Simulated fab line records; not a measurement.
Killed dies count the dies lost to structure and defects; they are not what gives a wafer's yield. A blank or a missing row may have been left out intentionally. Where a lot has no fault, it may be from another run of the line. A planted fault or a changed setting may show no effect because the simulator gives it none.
Which of the tools did it? | flow rit_cmos | 15 lots with 45 wafers sampled at 6 steps, on a route of 202 steps

== WHAT THE GAUGES READ, wafer by wafer ==
RIT_GATE_THK_MEAS_09. Usual: GATE_POLY_THK gives 260.7 nm (standard deviation 2.5).
lot  | measured    | on            | GATE_POLY_THK (nm)                  | flag
L248 | day 2 14:50 | film_metro-03 | 261.5 260.7 258.6                   |
L249 | day 2 16:42 | film_metro-03 | 258.9 257.9 258.2                   |
L250 | day 2 23:41 | film_metro-03 | 266.2 265.9 265.0                   |
L251 | day 3 02:55 | film_metro-03 | 261.6 261.1 262.3                   |
L252 | day 3 09:35 | film_metro-01 | 261.2 259.6 261.2                   |
L256 | day 4 03:11 | film_metro-04 | 258.7 260.5 260.6                   |
L257 | day 4 09:22 | film_metro-03 | 258.5 257.2 256.8                   |
L258 | day 4 13:29 | film_metro-01 | 256.8 255.8 258.8                   |
L259 | day 4 18:41 | film_metro-01 | 262.9 261.1 262.3                   |
L260 | day 4 23:04 | film_metro-04 | 351.6 351.2 350.2 351.2 351.5 350.4 | OFF
L262 | day 5 10:26 | film_metro-01 | 349.9 347.9 349.3 349.6 347.7 349.1 | OFF
L263 | day 5 14:43 | film_metro-04 | 345.9 346.7 347.7 346.0 346.5 347.8 | OFF
L268 | day 6 17:05 | film_metro-04 | 263.1 261.2 262.5                   |
L269 | day 6 20:28 | film_metro-01 | 256.0 257.2 256.4                   |
L271 | day 7 05:55 | film_metro-04 | 262.4 264.0 263.4                   |

RIT_CONTACT_CD_MEAS_08 targets a cd of 1000 nm. Usual: 1000.8 nm for cd_nm, sd 2.
lot  | measured    | on        | cd_nm (nm)           | flag
L248 | day 3 06:43 | cd_sem-01 | 1003.7 1005.0 1003.4 |
L249 | day 3 08:50 | cd_sem-02 | 998.4 999.2 998.4    |
L250 | day 3 15:07 | cd_sem-02 | 999.1 1000.7 999.8   |
L251 | day 3 18:46 | cd_sem-02 | 1003.5 1004.3 1001.4 |
L252 | day 4 01:26 | cd_sem-01 | 1002.9 1000.9 1001.4 |
L256 | day 4 19:32 | cd_sem-02 | 1002.6 1000.6 1002.0 |
L257 | day 5 01:49 | cd_sem-02 | 1001.7 999.7 1002.6  |
L258 | day 5 06:13 | cd_sem-02 | 1001.0 998.9 998.8   |
L259 | day 5 11:28 | cd_sem-02 | 999.2 998.3 998.0    |
L268 | day 7 09:03 | cd_sem-02 | 1001.9 1003.5 1004.7 |
L269 | day 7 12:23 | cd_sem-01 | 1000.7 1001.9 1000.7 |
L271 | day 7 21:52 | cd_sem-02 | 1001.4 1002.0 1000.9 |

RIT_CONTACT_OVL_MEAS_09. Usual: CONTACT_OVL gives 0.1 nm (standard deviation 1.4).
lot  | measured    | on         | CONTACT_OVL (nm) | flag
L248 | day 3 06:49 | overlay-02 | 0.3 -0.4 1.8     |
L249 | day 3 08:57 | overlay-02 | 0.6 1.9 1.3      |
L250 | day 3 15:14 | overlay-02 | -0.4 1.8 1.3     |
L251 | day 3 18:53 | overlay-02 | 0.0 3.1 3.1      |
L252 | day 4 01:34 | overlay-01 | -0.3 -0.2 -0.6   |
L256 | day 4 19:38 | overlay-01 | -2.4 -1.1 -1.8   |
L257 | day 5 01:55 | overlay-02 | 0.7 -0.7 1.4     |
L258 | day 5 06:20 | overlay-01 | 0.6 2.4 1.3      |
L259 | day 5 11:34 | overlay-02 | 1.2 1.1 1.0      |
L268 | day 7 09:10 | overlay-02 | -1.6 -2.6 -2.6   |
L269 | day 7 12:31 | overlay-02 | -0.9 -0.3 1.2    |
L271 | day 7 21:59 | overlay-02 | -1.4 -1.0 0.0    |

== EACH LOT AND THE TOOL THAT RAN IT (in order: tool; ch and the chambers of the sampled wafers; start) ==
lot  | RIT_NWELL_STRIP_09                  | RIT_GATE_CVD_08            | RIT_GATE_ETCH_19
L248 | plasma_asher-02 ch 0,1, day 1 21:36 | lpcvd-01 ch 1, day 2 13:11 | rie_si-02 ch 0,2, day 2 16:02
L249 | plasma_asher-02 ch 0,1, day 2 02:39 | lpcvd-02 ch 1, day 2 15:05 | rie_si-01 ch 1,2,3, day 2 18:03
L250 | plasma_asher-01 ch 0,1, day 2 07:59 | lpcvd-01 ch 1, day 2 21:16 | rie_si-02 ch 0,1, day 3 00:54
L251 | plasma_asher-02 ch 0,1, day 2 12:57 | lpcvd-01 ch 0, day 3 01:18 | rie_si-01 ch 0,1,2, day 3 04:20
L252 | plasma_asher-03 ch 0,1, day 2 18:47 | lpcvd-02 ch 1, day 3 07:58 | rie_si-02 ch 2,3, day 3 10:47
L256 | plasma_asher-02 ch 0,1, day 3 12:41 | lpcvd-01 ch 1, day 4 01:34 | rie_si-02 ch 0,1,2, day 4 04:40
L257 | plasma_asher-01 ch 0,1, day 3 19:13 | lpcvd-02 ch 0, day 4 07:44 | rie_si-01 ch 0,1,3, day 4 10:41
L258 | plasma_asher-03 ch 0,1, day 3 22:38 | lpcvd-02 ch 1, day 4 11:52 | rie_si-02 ch 1,2,3, day 4 14:42
L259 | plasma_asher-02 ch 0,1, day 4 03:47 | lpcvd-01 ch 1, day 4 17:03 | rie_si-01 ch 0,3, day 4 19:53
L260 | plasma_asher-03 ch 0,1, day 4 08:36 | lpcvd-02 ch 1, day 4 21:26 | rie_si-02 ch 0,2, day 5 05:03
L262 | plasma_asher-02 ch 0,1, day 4 19:31 | lpcvd-02 ch 1, day 5 08:49 | rie_si-02 ch 0,1,3, day 5 17:17
L263 | plasma_asher-03 ch 0,1, day 5 00:20 | lpcvd-02 ch 1, day 5 13:05 | rie_si-01 ch 0,2,3, day 5 18:43
L268 | plasma_asher-02 ch 0,1, day 6 00:42 | lpcvd-01 ch 1, day 6 13:26 | rie_si-02 ch 2,3, day 6 18:17
L269 | plasma_asher-01 ch 0, day 6 06:24   | lpcvd-01 ch 0, day 6 18:50 | rie_si-01 ch 1, day 6 21:48
L271 | plasma_asher-03 ch 0,1, day 6 15:58 | lpcvd-01 ch 1, day 7 04:17 | rie_si-01 ch 0,1,3, day 7 07:09
- RIT_NWELL_STRIP_09: strips in O2, time 180 s.
- RIT_GATE_CVD_08: deposits poly-Si from SiH4, target thk 250 nm, time 2314 s.
- RIT_GATE_ETCH_19: etches poly-Si in SF6/CHF3/O2, stops on SiO2, time 165 s, target depth 312.5 nm.

== AS READ BY THE TOOLS THEMSELVES (means over the sampled wafers that have a number; for cases with no such wafer, the mark the record gives instead) ==
RIT_NWELL_STRIP_09. Usual: 5.6 A for drypump_motor_current_A, sd 0.45.
lot  | tool            | drypump_motor_current_A (A) | flag
L248 | plasma_asher-02 | 5.7                         |
L249 | plasma_asher-02 | 5.6                         |
L250 | plasma_asher-01 | 5.7                         |
L251 | plasma_asher-02 | 5.7                         |
L252 | plasma_asher-03 | 5.6                         |
L256 | plasma_asher-02 | 5.8                         |
L257 | plasma_asher-01 | 5.7                         |
L258 | plasma_asher-03 | 5.6                         |
L259 | plasma_asher-02 | 5.7                         |
L260 | plasma_asher-03 | 5.7                         |
L262 | plasma_asher-02 | 5.7                         |
L263 | plasma_asher-03 | 5.2                         |
L268 | plasma_asher-02 | 5.6                         |
L269 | plasma_asher-01 | 5.7                         |
L271 | plasma_asher-03 | 5.2                         |

RIT_GATE_CVD_08. Usual: 629 C for spike_tc_load_C, sd 3.4.
lot  | tool     | spike_tc_load_C (C) | flag
L248 | lpcvd-01 | 632                 |
L249 | lpcvd-02 | 632                 |
L250 | lpcvd-01 | 632                 |
L251 | lpcvd-01 | 625                 |
L252 | lpcvd-02 | 631                 |
L256 | lpcvd-01 | 631                 |
L257 | lpcvd-02 | 628                 |
L258 | lpcvd-02 | 632                 |
L259 | lpcvd-01 | 632                 |
L260 | lpcvd-02 | 632                 |
L262 | lpcvd-02 | 631                 |
L263 | lpcvd-02 | 632                 |
L268 | lpcvd-01 | 630                 |
L269 | lpcvd-01 | 625                 |
L271 | lpcvd-01 | 633                 |

RIT_GATE_ETCH_19. Usual: CHF3_flow_sccm 30.00 sccm, standard deviation 0.092; O2_flow_sccm 5.000 sccm, standard deviation 0.016; SF6_flow_sccm 30.02 sccm, standard deviation 0.096; drypump_motor_current_A 5.8 A, standard deviation 0.57; oes_product_au 0.875 a.u., standard deviation 0.013; throttle_valve_pct 10.21 %, standard deviation 0.14.
lot  | tool      | CHF3_flow_sccm (sccm) | O2_flow_sccm (sccm) | SF6_flow_sccm (sccm) | drypump_motor_current_A (A) | oes_product_au (a.u.) | throttle_valve_pct (%) | flag
L248 | rie_si-02 | 30.05                 | 4.975               | 29.97                | 5.3                         | 0.871                 | 10.12                  |
L249 | rie_si-01 | 30.01                 | 4.998               | 30.07                | 6.4                         | 0.884                 | 10.35                  |
L250 | rie_si-02 | 29.96                 | 5.004               | 30.04                | 5.5                         | 0.866                 | 10.15                  |
L251 | rie_si-01 | 30.07                 | 5.002               | 29.95                | 6.1                         | 0.887                 | 10.36                  |
L252 | rie_si-02 | 29.91                 | 5.003               | 30.12                | 5.8                         | 0.874                 | 10.04                  |
L256 | rie_si-02 | 29.98                 | 5.002               | 29.98                | 5.4                         | 0.859                 | 10.14                  |
L257 | rie_si-01 | 30.12                 | 5.009               | 29.92                | 5.9                         | 0.875                 | 10.26                  |
L258 | rie_si-02 | 30.00                 | 4.990               | 30.02                | 5.5                         | 0.860                 | 10.07                  |
L259 | rie_si-01 | 30.00                 | 4.997               | 29.97                | 5.6                         | 0.872                 | 10.27                  |
L260 | rie_si-02 | 29.99                 | 4.989               | 29.95                | 5.3                         | 1.021                 | 10.12                  | OFF
L262 | rie_si-02 | 29.93                 | 5.005               | 30.02                | 5.8                         | 0.999                 | 10.12                  | OFF
L263 | rie_si-01 | 30.04                 | 4.999               | 29.98                | 6.1                         | 1.017                 | 10.37                  | OFF
L268 | rie_si-02 | 29.97                 | 4.997               | 30.00                | 5.8                         | 0.876                 | 10.05                  |
L269 | rie_si-01 | 29.94                 | 4.998               | 30.01                | 6.3                         | 0.879                 | 10.25                  |
L271 | rie_si-01 | 29.98                 | 4.996               | 30.04                | 5.9                         | 0.886                 | 10.26                  |

== THE ANSWER, worked out from the rows above alone ==
Rule: a lot is off if the mean of its wafers that have a number lies more than 3 standard deviations from the usual mean. Also off: a lot with no number at a reading for which 4 or more lots have one. All remaining lots with rows at the step are treated as sound. After the gauges, taken in route order, come the tools' own readings; for these a lot's mean is taken, as printed above. The first step at which some lot is off is used, and at that step the reading that is off furthest; a lot without a number counts as furthest.
Off: at RIT_GATE_THK_MEAS_09 (GATE_POLY_THK), L260, L262, L263.
A tool fits if, at a process step before that reading, it ran every lot that is off, and no sound lot after the first of them. Not tried: the gauges at RIT_GATE_THK_MEAS_09; whatever is off there is also off at RIT_GATE_ETCH_19, on other tools, and gauge error can't account for it. One candidate fits, namely lpcvd-02 at RIT_GATE_CVD_08. A fault onset in the window from L258 (day 4 11:52, its last sound lot) to L260 (day 4 21:26, its first lot off) fits.

== WHAT THE SIMULATOR HAD INSERTED ==
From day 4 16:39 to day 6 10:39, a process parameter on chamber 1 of lpcvd-02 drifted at RIT_GATE_CVD_08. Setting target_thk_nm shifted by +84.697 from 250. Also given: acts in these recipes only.
Shown lots that were struck: L260, L262, L263. The rule given above showed the same thing.
